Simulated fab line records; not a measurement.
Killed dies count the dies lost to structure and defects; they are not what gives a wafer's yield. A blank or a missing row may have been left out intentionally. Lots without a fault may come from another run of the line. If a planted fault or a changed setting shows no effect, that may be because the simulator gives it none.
fab line records	flow berkeley_cmos170
record: lots: 6	wafers: 18	last_day: 11
route steps=331 shown M1@238
lots untouched by any fault: they come from a run of this same line in which no faults occurred
start_h: start of the lot's first displayed wafer, in hours after the record's first day	wait_h: hours elapsed since this lot's preceding step	" as in the row above	L1.1+2: a single row standing in for several wafers	- value missing, or start not given	* or withheld: withheld	< > ~ a bound
route shown NAME@n: a module of which the file shows steps, and the number in the route of the first	usual: average and standard deviation across the fault-free wafers	same: alike in all rows	chamber/n: place in a boat	sites: the reading at each site	_std_site: the values' standard deviation	_edge_site: inner sites' mean taken away from outer sites' mean	radius_mm: how far each site lies from the wafer's centre	mask NAME#n: copy n	behind: tool/chamber where the wafer was last shaped	hold: what put the lot on hold/how long, in hours/how the hold closed	device: which transistor (n, p or np) failed to switch	end of line: tests run on the same wafers once the route is complete	for a step that has no rows: nothing shown but its recipe	killed: dies lost to structure and defects at the first sort, not the wafer's yield	map: a wafer's dies, x killed, . not, _ none there
set.NAME: setting as actually run; set.NAME@STEP: the setting as run at that earlier step	model.NAME: the simulator's own value behind a step, which no gauge read
certain route steps with their lots: each step a table, each wafer a row
services: the hour from which a tool's chamber was out of use, counted from the record's first day as start_h (under 0 if before that day), plus the number of hours and why
== steps ==
step: UCB170_M1_SPUTTER_00
recipe: material: Al	target_thk_nm: 600	time_s: 80	power_w: 6000	chamber_pressure_pa: 0.5
usual: throttle_valve_pct: 30.8/0.61
lot.wafer	tool	chamber	start_h	wait_h	throttle_valve_pct
L703.1	pvd_sputter-02	-	194.72	0.0	30.8
L703.3	"	-	"	"	30.4
L703.4	"	-	"	"	30.8
L704.1	pvd_sputter-04	-	195.00	0.0	30.4
L704.2	"	-	"	"	31.6
L704.3	"	-	"	"	30.0
L706.1	pvd_sputter-04	-	206.72	0.0	30.1
L706.3	"	-	"	"	30.4
L706.5	"	-	"	"	31.7
L714.2	pvd_sputter-01	-	239.64	0.0	30.7
L714.4	"	-	"	"	30.7
L714.6	"	-	"	"	30.4
L715.2	pvd_sputter-01	-	248.16	0.0	30.2
L715.4	"	-	"	"	30.5
L715.6	"	-	"	"	30.9
L718.1	pvd_sputter-04	-	254.24	0.0	30.0
L718.2	"	-	"	"	30.3
L718.5	"	-	"	"	30.0
step: UCB170_M1_RS_MEAS_01
recipe: thk_meas_gauge: four-point-probe	reads: Al_of_M1_SPUTTER_00
usual: M1_AL_RS: 0.0487/0.00067
lot.wafer	tool	chamber	start_h	wait_h	M1_AL_RS[ohm/sq]
L703.1	film_metro-04	-	194.78	0.0	0.0490
L703.3	"	-	"	"	0.0485
L703.4	"	-	"	"	0.0495
L704.1	film_metro-03	-	195.06	0.0	0.0494
L704.2	"	-	"	"	0.0482
L704.3	"	-	"	"	0.0495
L706.1	film_metro-04	-	206.78	0.0	0.0499
L706.3	"	-	"	"	0.0494
L706.5	"	-	"	"	0.0492
L714.2	film_metro-02	-	239.72	0.1	0.0486
L714.4	"	-	"	"	0.0492
L714.6	"	-	"	"	0.0494
L715.2	film_metro-03	-	248.24	0.1	0.0480
L715.4	"	-	"	"	0.0488
L715.6	"	-	"	"	0.0493
L718.1	film_metro-03	-	254.30	0.0	0.0490
L718.2	"	-	"	"	0.0489
L718.5	"	-	"	"	0.0489
step: UCB170_M1_THK_MEAS_02
recipe: thk_meas_gauge: xrf	reads: Al_of_M1_SPUTTER_00
usual: M1_AL_THK: 614/8.6
lot.wafer	tool	chamber	start_h	wait_h	M1_AL_THK[nm]
L703.1	film_metro-04	-	194.90	0.1	612
L703.3	"	-	"	"	620
L703.4	"	-	"	"	605
L704.1	film_metro-03	-	195.18	0.1	604
L704.2	"	-	"	"	622
L704.3	"	-	"	"	607
L706.1	film_metro-04	-	206.90	0.1	601
L706.3	"	-	"	"	606
L706.5	"	-	"	"	612
L714.2	film_metro-02	-	239.83	0.1	618
L714.4	"	-	"	"	607
L714.6	"	-	"	"	607
L715.2	film_metro-03	-	248.35	0.1	627
L715.4	"	-	"	"	617
L715.6	"	-	"	"	610
L718.1	film_metro-03	-	254.42	0.1	613
L718.2	"	-	"	"	618
L718.5	"	-	"	"	615
step: UCB170_M1_COAT_03
recipe: resist: BARC	temp_c: withheld	time_s: withheld	spin_rpm: 3000	resist_thk_nm: withheld
step: UCB170_M1_COAT_04
recipe: resist: KrF	spin_rpm: 1500	resist_thk_nm: 900
step: UCB170_M1_SOFTBAKE_05
recipe: resist: KrF	temp_c: 130	time_s: 60
step: UCB170_M1_EXPOSE_06
recipe: mask_id: METAL1	target_cd_nm: 700	na: 0.5	sigma_outer: 0.6	source_shape: conventional	dose_mj: 21
step: UCB170_M1_PEB_07
recipe: peb_temp_c: 130	peb_time_s: withheld	resist: KrF
step: UCB170_M1_DEVELOP_08
recipe: developer: TMAH	develop_time_s: 45	resist: KrF	dev_temp_c: 21
step: UCB170_M1_CD_MEAS_09
recipe: target_cd_nm: 700
usual: cd_nm: 700.2/1.3
lot.wafer	tool	chamber	start_h	wait_h	cd_nm
L703.1	cd_sem-02	-	195.93	-	702.0
L703.3	"	-	"	"	701.3
L703.4	"	-	"	"	702.1
L704.1	cd_sem-01	-	196.25	-	701.2
L704.2	"	-	"	"	699.4
L704.3	"	-	"	"	700.6
L706.1	cd_sem-02	-	208.78	-	699.7
L706.3	"	-	"	"	700.1
L706.5	"	-	"	"	698.5
L714.2	cd_sem-01	-	242.66	-	697.5
L714.4	"	-	"	"	699.3
L714.6	"	-	"	"	698.4
L715.2	cd_sem-02	-	250.04	-	701.3
L715.4	"	-	"	"	700.9
L715.6	"	-	"	"	700.1
L718.1	cd_sem-02	-	255.86	-	701.5
L718.2	"	-	"	"	700.7
L718.5	"	-	"	"	701.2
step: UCB170_M1_OVL_MEAS_10
usual: M1_OVL: 3/4.9
lot.wafer	tool	chamber	start_h	wait_h	M1_OVL[nm]
L703.1	overlay-02	-	196.05	0.1	-7
L703.3	"	-	"	"	-7
L703.4	"	-	"	"	-5
L704.1	overlay-01	-	196.37	0.1	6
L704.2	"	-	"	"	4
L704.3	"	-	"	"	3
L706.1	overlay-01	-	208.90	0.1	-7
L706.3	"	-	"	"	-5
L706.5	"	-	"	"	-9
L714.2	overlay-02	-	242.77	0.1	1
L714.4	"	-	"	"	0
L714.6	"	-	"	"	2
L715.2	overlay-02	-	250.15	0.1	0
L715.4	"	-	"	"	-2
L715.6	"	-	"	"	4
L718.1	overlay-01	-	255.98	0.1	2
L718.2	"	-	"	"	2
L718.5	"	-	"	"	2
step: UCB170_M1_ETCH_11
recipe: chemistry: N2/H2	target_depth_a: withheld	overetch_a: withheld	target: BARC	time_s: withheld	source_w: 500	bias_w: 100	pressure_mtorr: 30	n2_flow_sccm: 100	h2_flow_sccm: 200
usual: drypump_motor_current_A: 6.0/0.48	oes_product_au: 1.00/0.033	throttle_valve_pct: 13.34/0.19
lot.wafer	tool	chamber	start_h	wait_h	drypump_motor_current_A	oes_product_au	throttle_valve_pct
L703.1	rie_diel-04	2	196.09	0.0	5.4	1.02	13.17
L703.3	"	3	"	"	6.0	0.96	13.19
L703.4	"	0	"	"	5.7	1.01	13.40
L704.1	rie_diel-01	2	196.40	0.0	6.8	1.05	13.31
L704.2	"	0	"	"	6.0	0.95	13.37
L704.3	"	1	"	"	5.6	1.02	13.80
L706.1	rie_diel-01	0	208.94	0.0	6.0	0.95	13.39
L706.3	"	2	"	"	6.8	1.04	13.30
L706.5	"	3	"	"	5.7	1.00	13.24
L714.2	rie_diel-04	1	242.80	0.0	4.9	1.02	13.05
L714.4	"	3	"	"	6.0	0.95	13.19
L714.6	"	0	"	"	5.7	1.00	13.40
L715.2	rie_diel-01	1	250.18	0.0	5.6	1.02	13.78
L715.4	"	2	"	"	6.8	1.03	13.31
L715.6	"	3	"	"	5.7	0.99	13.25
L718.1	rie_diel-01	0	256.02	0.0	6.0	0.95	13.39
L718.2	"	1	"	"	5.6	1.02	13.78
L718.5	"	1	"	"	5.6	1.02	13.78
step: UCB170_M1_METAL_ETCH_12
recipe: chemistry: Cl2/BCl3	target: Al	stop_on: PSG	pressure_mtorr: 12	target_depth_a: 7800	over_etch_frac: 0.3	time_s: 130	icp_w: 600	bias_w: 120	Cl2_flow_sccm: 90	bcl3_flow_sccm: 45
usual: drypump_motor_current_A: 5.5/0.46	oes_product_au: 0.854/0.012	throttle_valve_pct: 24.43/0.25
same: over_etch_frac: 0.3
lot.wafer	tool	chamber	start_h	wait_h	drypump_motor_current_A	oes_product_au	rf_hours_counter_h	throttle_valve_pct	model.KrF_of_M1_COAT_04.thk_nm	model.M1.feature_depth_nm	model.etch.depth_nm
L703.1	rie_metal-03	0	196.13	-	5.0	0.854	2	24.46	438.3	631.6	593.8
L703.3	"	1	"	"	5.5	0.844	-	24.48	418.2	637.4	598.5
L703.4	"	0	"	"	5.0	0.858	-	24.45	440.1	626	588.1
L704.1	rie_metal-04	0	196.44	-	5.1	0.851	18	24.06	434.2	625.6	587.9
L704.2	"	0	"	"	5.1	0.866	-	24.03	432.1	641.1	603.3
L704.3	"	0	"	"	5.1	0.850	-	24.04	432	625.7	588
L706.1	rie_metal-04	0	208.98	-	5.1	0.846	19	24.05	434.2	621.6	583.9
L706.3	"	0	"	"	5.1	0.846	-	24.06	440.3	625	587.4
L706.5	"	0	"	"	5.1	0.854	-	24.05	433.7	629.3	591.5
L714.2	rie_metal-04	1	242.89	-	5.4	0.777	-	24.63	597.7	494.3	494.3
L714.4	"	1	"	"	5.4	0.776	-	24.64	597.7	498.3	498.3
L714.6	"	1	"	"	5.4	0.768	-	24.64	599.2	496.2	496.2
L715.2	rie_metal-04	1	250.26	-	5.4	0.769	-	24.63	602.7	493.5	493.5
L715.4	"	1	"	"	5.4	0.770	-	24.63	598	499.8	499.8
L715.6	"	1	"	"	5.4	0.773	-	24.62	597.5	495.4	495.4
L718.1	rie_metal-02	0	256.06	-	6.3	0.825	4	24.80	426.5	630.6	592.5
L718.2	"	1	"	"	6.0	0.860	15	24.51	437.8	633	594.8
L718.5	"	1	"	"	6.0	0.866	-	24.53	438.5	634.1	595.9
step: UCB170_M1_STRIP_13
recipe: chemistry: O2	power_w: 400	pressure_mtorr: 3500	platen_temp_c: withheld	o2_flow_sccm: 400	overash_fraction: 0.5
usual: drypump_motor_current_A: 5.8/0.32	oes_product_au: 0.720/0.0045
lot.wafer	tool	chamber	start_h	wait_h	drypump_motor_current_A	oes_product_au	rf_hours_counter_h
L703.1	plasma_asher-01	0	196.26	0.1	5.4	0.723	47
L703.3	"	0	"	"	5.4	0.723	-
L703.4	"	1	"	"	5.8	0.722	-
L704.1	plasma_asher-04	0	196.71	0.2	6.2	0.722	11
L704.2	"	1	"	"	5.8	0.724	11
L704.3	"	1	"	"	5.8	0.711	-
L706.1	plasma_asher-03	1	209.25	0.2	5.5	0.718	41
L706.3	"	1	"	"	5.5	0.731	-
L706.5	"	1	"	"	5.5	0.717	-
L714.2	plasma_asher-01	1	243.11	0.2	5.8	0.719	52
L714.4	"	0	"	"	5.4	0.719	-
L714.6	"	1	"	"	5.8	0.731	-
L715.2	plasma_asher-01	1	250.48	0.2	5.8	0.716	53
L715.4	"	1	"	"	5.8	0.720	-
L715.6	"	1	"	"	5.8	0.721	-
L718.1	plasma_asher-03	1	256.19	0.1	5.5	0.719	46
L718.2	"	0	"	"	6.2	0.719	46
L718.5	"	1	"	"	5.5	0.714	-
step: UCB170_M1_CD_MEAS_90
recipe: target_cd_nm: 700
usual: cd_nm: 700.2/3
lot.wafer	tool	chamber	start_h	wait_h	cd_nm
L703.1	cd_sem-02	-	196.36	0.1	701.7
L703.3	"	-	"	"	703.6
L703.4	"	-	"	"	698.4
L704.1	cd_sem-01	-	196.81	0.1	703.2
L704.2	"	-	"	"	701.5
L704.3	"	-	"	"	704.3
L706.1	cd_sem-01	-	209.35	0.1	702.0
L706.3	"	-	"	"	698.3
L706.5	"	-	"	"	700.8
L714.2	cd_sem-01	-	243.23	0.1	709.3
L714.4	"	-	"	"	710.0
L714.6	"	-	"	"	709.3
L715.2	cd_sem-01	-	250.60	0.1	715.0
L715.4	"	-	"	"	712.7
L715.6	"	-	"	"	711.7
L718.1	cd_sem-02	-	256.29	0.1	695.8
L718.2	"	-	"	"	697.9
L718.5	"	-	"	"	698.1
step: UCB170_M1_ANNEAL_14
recipe: temp_c: 400	time_s: 1200	ambient: forming_gas
== services ==
tool	chamber	start_h	hours	kind
rie_metal-03	1	170.74	20.7	repair
rie_metal-03	-	182.28	1.4	pm
rie_metal-04	1	187.95	49.4	repair
rie_metal-04	-	190.04	2.8	pm
rie_diel-01	-	198.21	0.3	repair
pvd_sputter-01	3	204.91	-	consumable_replace:kit
pvd_sputter-01	3	204.91	18.0	scheduled_down
pvd_sputter-01	3	204.91	18.0	vent_cycle
rie_diel-01	2	209.91	3.7	repair
rie_metal-02	0	218.96	17.5	repair
rie_metal-02	-	220.84	0.8	repair
rie_diel-01	-	227.85	0.4	repair
rie_metal-04	0	237.39	-	clean
rie_metal-04	0	237.39	22.3	scheduled_down
rie_metal-04	0	237.39	22.3	vent_cycle
plasma_asher-01	-	240.03	2.6	repair
rie_diel-04	2	240.14	12.7	repair
rie_metal-04	-	245.09	1.3	repair
== key ==
first_sign: step: UCB170_M1_METAL_ETCH_12	reading: oes_product_au	direction: down	sigmas: 6.6	usual: 0.854	struck: 0.772
effect: step: UCB170_M1_CD_MEAS_90	reading: cd_nm	direction: up	sigmas: 3.7	usual: 700.2	struck: 711.3
model_effect: step: UCB170_M1_METAL_ETCH_12	value: KrF_of_M1_COAT_04.thk_nm	without: 437.9	struck: 598.8
met_at UCB170_M1_METAL_ETCH_12
struck_wafers L714.2,L714.4,L714.6,L715.2,L715.4,L715.6
later_rows_left_out L714.2,L714.4,L714.6,L715.4,L715.6
sort_left_out L714.2,L714.4,L714.6,L715.2,L715.4,L715.6
fault: kind: process_parameter_drift	tool: rie_metal-04	chamber: 1	onset_h: 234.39	steps: UCB170_M1_METAL_ETCH_12	channel: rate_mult	offset: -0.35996	shape: step	end_h: 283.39
sort_left_out: the simulated sort isn't trusted on such a fault, so these wafers' sort isn't shown, and their yield isn't known
later_rows_left_out: the simulator's readings of these wafers behind a module that went badly wrong aren't trusted and aren't shown, but for the sort
